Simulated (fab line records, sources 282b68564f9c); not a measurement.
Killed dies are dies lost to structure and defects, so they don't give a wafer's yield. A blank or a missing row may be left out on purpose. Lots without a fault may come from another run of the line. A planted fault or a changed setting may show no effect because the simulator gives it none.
Which tool did it? | flow rit_cmos | 15 lots, 45 wafers sampled, at 4 steps of a route of 202

WHAT THE GAUGES READ, wafer by wafer
RIT_GATE_OVL_MEAS_17. Usual: GATE_OVL -0.7 nm, standard deviation 1.4.
lot  | measured    | on         | GATE_OVL (nm)  | flag
L549 | day 3 05:07 | overlay-01 | -1.3 -5.0 0.0  |
L550 | day 3 09:41 | overlay-02 | 0.6 1.9 -2.3   |
L551 | day 3 13:09 | overlay-01 | -0.8 0.4 0.9   |
L558 | day 5 04:28 | overlay-02 | -3.2 -2.0 -1.6 |
L559 | day 5 06:18 | overlay-01 | 0.8 -1.7 0.9   |
L560 | day 5 11:11 | overlay-02 | 0.6 -0.2 -1.0  |
L561 | day 5 18:22 | overlay-01 | 2.5 0.3 1.4    |
L562 | day 5 21:49 | overlay-02 | 1.1 2.8 0.9    |
L563 | day 6 03:01 | overlay-02 | -1.4 0.2 0.1   |
L564 | day 6 07:34 | overlay-01 | 3.0 -0.2 -0.6  |
L565 | day 6 12:56 | overlay-01 | -0.3 -1.9 0.0  |
L566 | day 6 17:20 | overlay-02 | -0.4 -0.6 -0.4 |
L567 | day 6 21:39 | overlay-02 | -2.6 -0.1 0.8  |
L568 | day 7 03:06 | overlay-01 | -1.1 -2.6 -2.3 |
L569 | day 7 08:44 | overlay-01 | 0.1 -0.4 -1.1  |

RIT_NLDD_OVL_MEAS_06. Usual: NLDD_OVL -0.9 nm, standard deviation 1.4.
lot  | measured    | on         | NLDD_OVL (nm)  | flag
L549 | day 3 09:41 | overlay-01 | -1.9 -2.2 -0.7 |
L550 | day 3 14:08 | overlay-01 | 0.3 -0.4 0.1   |
L551 | day 3 17:40 | overlay-02 | -0.1 -1.0 1.1  |
L558 | day 5 08:53 | overlay-01 | -2.2 -0.3 -1.0 |
L559 | day 5 10:50 | overlay-02 | -2.7 -1.6 -1.6 |
L560 | day 5 15:51 | overlay-01 | -1.8 -0.7 -1.6 |
L561 | day 5 23:12 | overlay-02 | -0.9 -0.6 -1.3 |
L562 | day 6 02:16 | overlay-01 | -2.5 -0.5 -1.8 |
L563 | day 6 07:34 | overlay-02 | -2.0 -0.4 -0.1 |
L564 | day 6 12:56 | overlay-02 | 2.6 1.3 2.8    |
L565 | day 6 17:48 | overlay-01 | -0.3 -0.1 -0.4 |
L566 | day 6 21:53 | overlay-02 | -2.9 -1.7 0.2  |
L567 | day 7 02:13 | overlay-01 | -3.7 -5.3 -4.2 |
L568 | day 7 07:56 | overlay-01 | 0.1 -2.2 -1.3  |
L569 | day 7 13:32 | overlay-01 | -1.2 0.5 0.6   |

RIT_PSD_OVL_MEAS_06. Usual: PSD_OVL 0.3 nm, standard deviation 1.3.
lot  | measured    | on         | PSD_OVL (nm)   | flag
L549 | day 3 17:44 | overlay-01 | - - -          | OFF
L550 | day 3 21:01 | overlay-02 | - - -          | OFF
L551 | day 4 00:46 | overlay-02 | - - -          | OFF
L558 | day 5 17:26 | overlay-01 | 0.9 -0.6 1.0   |
L559 | day 5 19:24 | overlay-02 | 1.3 1.1 2.1    |
L560 | day 5 23:07 | overlay-01 | 0.9 1.2 0.1    |
L561 | day 6 06:08 | overlay-02 | 0.1 -0.8 -1.6  |
L562 | day 6 09:02 | overlay-02 | 0.0 1.1 -0.9   |
L563 | day 6 14:38 | overlay-01 | -1.9 0.0 -0.1  |
L564 | day 6 19:56 | overlay-02 | -1.0 -1.6 -0.3 |
L565 | day 7 01:10 | overlay-01 | -0.1 2.8 0.1   |
L566 | day 7 05:07 | overlay-02 | 1.2 0.9 2.0    |
L567 | day 7 09:25 | overlay-02 | 3.8 1.3 0.3    |
L568 | day 7 14:56 | overlay-02 | -1.0 -2.1 -2.9 |
L569 | day 7 20:28 | overlay-01 | -0.4 -0.5 1.0  |

WHICH TOOL RAN EACH LOT (tool, then ch and the chambers of the sampled wafers, then the start)
lot  | RIT_PSD_EXPOSE_03
L549 | iline_stepper-02, day 3 17:11
L550 | iline_stepper-02, day 3 20:37
L551 | iline_stepper-02, day 4 00:23
L558 | iline_stepper-02 ch 0, day 5 17:03
L559 | iline_stepper-02 ch 0, day 5 19:02
L560 | iline_stepper-01 ch 0, day 5 22:45
L561 | iline_stepper-01 ch 0, day 6 05:44
L562 | iline_stepper-01 ch 0, day 6 08:38
L563 | iline_stepper-01 ch 0, day 6 14:14
L564 | iline_stepper-01 ch 0, day 6 19:34
L565 | iline_stepper-02 ch 0, day 7 00:47
L566 | iline_stepper-01 ch 0, day 7 04:43
L567 | iline_stepper-02 ch 0, day 7 09:02
L568 | iline_stepper-01 ch 0, day 7 14:34
L569 | iline_stepper-01 ch 0, day 7 20:04
- RIT_PSD_EXPOSE_03: exposes mask M10, target cd 40900 nm.

WHAT THE TOOLS THEMSELVES READ (means of the sampled wafers that have a number; where no wafer has one, the mark that the record gives instead)
RIT_PSD_EXPOSE_03. Usual: exposure_dose_mJ_cm2 250.02, standard deviation 0.23; focus_offset_nm 0.0 nm, standard deviation 0.54.
lot  | tool             | exposure_dose_mJ_cm2 | focus_offset_nm (nm) | flag
L549 | iline_stepper-02 | -                    | -                    | OFF
L550 | iline_stepper-02 | -                    | -                    | OFF
L551 | iline_stepper-02 | -                    | -                    | OFF
L558 | iline_stepper-02 | 249.80               | 0.6                  |
L559 | iline_stepper-02 | 250.37               | 0.3                  |
L560 | iline_stepper-01 | 249.58               | -0.1                 |
L561 | iline_stepper-01 | 250.35               | -0.1                 |
L562 | iline_stepper-01 | 250.16               | -0.1                 |
L563 | iline_stepper-01 | 249.76               | 0.4                  |
L564 | iline_stepper-01 | 249.93               | -0.2                 |
L565 | iline_stepper-02 | 250.04               | 0.3                  |
L566 | iline_stepper-01 | 249.79               | 0.6                  |
L567 | iline_stepper-02 | 249.98               | 0.0                  |
L568 | iline_stepper-01 | 250.12               | 1.1                  |
L569 | iline_stepper-01 | 249.92               | -0.4                 |

THE ANSWER, worked out from the rows above alone
Rule: a lot is off if the mean of its wafers that have a number lies more than 3 standard deviations from the usual mean. A lot without any number at a reading at which 4 lots or more have one is off too. The other lots that the step has rows for count as sound. The gauges are gone through in route order, then the tools' own readings, and for those a lot's mean is taken as printed above. The first step at which some lot is off is used, and at that step the reading that is off furthest; a lot without a number counts as furthest.
Off: L549, L550, L551, at RIT_PSD_OVL_MEAS_06 (PSD_OVL). Without a number there: L549, L550, L551.
A tool fits if, at a process step before that reading, it ran every lot that is off, and no sound lot after the first of them. The gauges at RIT_PSD_OVL_MEAS_06 aren't tried: what is off there is off at RIT_PSD_EXPOSE_03 too, on other tools, and a gauge's error can't cause that. None of those tried fits.

WHAT THE SIMULATOR HAD PUT IN
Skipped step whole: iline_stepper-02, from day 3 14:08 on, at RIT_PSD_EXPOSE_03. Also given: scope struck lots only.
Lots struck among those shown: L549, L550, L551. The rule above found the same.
